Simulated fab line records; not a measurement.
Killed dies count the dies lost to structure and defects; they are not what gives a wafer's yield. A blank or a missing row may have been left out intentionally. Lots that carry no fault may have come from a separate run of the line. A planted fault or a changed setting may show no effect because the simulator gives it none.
Problem report, 8D (eight disciplines) form, completed by code    flow rit-cmos    the parts of the form that need people (team, actions taken, sign-off) are left out

1. THE PROBLEM
M1_AL_RS at RIT_M1_RS_MEAS_01 reads a mean of 0.0563 ohm/sq on 1 wafer of 1 lot; wafers without a fault read 0.0737 ohm/sq with a standard deviation of 0.00093. That puts it -19 standard deviations away from the usual mean.
The step: measures by four-point-probe.
First seen on wafer L642.2, day 6 14:15, on film-metro-02. The record has a number at this step for 39 wafers belonging to 13 lots. The rule behind "out" and "out of limits": a value lying over 4 standard deviations away from the usual mean. The rest of the wafers with a number are treated as sound.

2. WHAT IT IS; WHAT IT IS NOT
question                     is                is not
which readings at this step  M1_AL_RS          -
which lots                   L642              L626, L627, L628, L630, L631, L632, L633, L635, L636, L637, L638, L643
which wafers of those lots   L642.2            L642.3, L642.6
read on which gauges         film-metro-02     film-metro-01, film-metro-03
when                         from day 6 14:15  up to then (35 sound wafers); but 3 sound wafers of L643 came after

3. SUSPECTS, AND WHAT RULES EACH OUT
Counting: if a tool at a process step up to the reading ran every lot that is out, it stays a suspect. Sound lots after the first of them don't rule it out here, since some wafers of a struck lot are sound.
- the gauge at RIT_M1_RS_MEAS_01 is ruled out. All the wafers that are out were read on film-metro-02, but those of them that RIT_M1_METAL_ETCH_12 has rows for are out there too, on other tools.
- pvd-sputter-03 at RIT_M1_SPUTTER_00 (material Al, target thk 400 nm, time 500 s): kept. It processed L642, the lot that is out, at day 6 13:56, and its most recent sound lot before then was L637 at day 5 17:50.
Left after counting: pvd-sputter-03 at RIT_M1_SPUTTER_00.

4. THE CAUSE (what the simulator had put in)
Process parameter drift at RIT_M1_SPUTTER_00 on pvd-sputter-03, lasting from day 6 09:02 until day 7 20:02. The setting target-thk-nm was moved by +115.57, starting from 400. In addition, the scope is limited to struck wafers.
The count eliminated every tool but this one.

5. SEQUENCE OF EFFECTS, ordered by route
One row per reading whose mean, taken over the struck wafers that have a number, lies over 3 standard deviations from the usual. Scope: only readings with a usual standard deviation given in the record; hours: median across lots of the time from each lot's start at the first step in this table that gives one to its start at this step; sigmas: change in usual standard deviations.
hours  step                  reading         usual          on struck wafers  change   sigmas
0      RIT_M1_RS_MEAS_01     M1_AL_RS        0.0737 ohm/sq  0.0563            -0.0174  -19
0      RIT_M1_THK_MEAS_02    M1_AL_THK       399 nm         515               +116     +22
2      RIT_M1_METAL_ETCH_12  oes-product-au  0.770 a.u.     0.898             +0.128   +12
Process steps it contains:
- RIT_M1_METAL_ETCH_12: etches Al in Cl2/BCl3, stops on SiO2, time 165 s, target depth 600 nm.

6. HOW IT WOULD HAVE BEEN CAUGHT EARLIER
5 hours passed between the start of the fault at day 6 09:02 and the first reading out of limits at a measuring or inspecting step in this record, taken at day 6 14:15.
Tool readings at RIT_M1_SPUTTER_00 with a usual standard deviation given in the record: none out on any struck wafer, hence no alarm at a limit of 4 standard deviations on them.
Each of the lots that are out, 1 in all, had begun RIT_M1_SPUTTER_00 on pvd-sputter-03 no later than day 6 14:15. Had the tool been put on hold then, not one of them would have been saved.
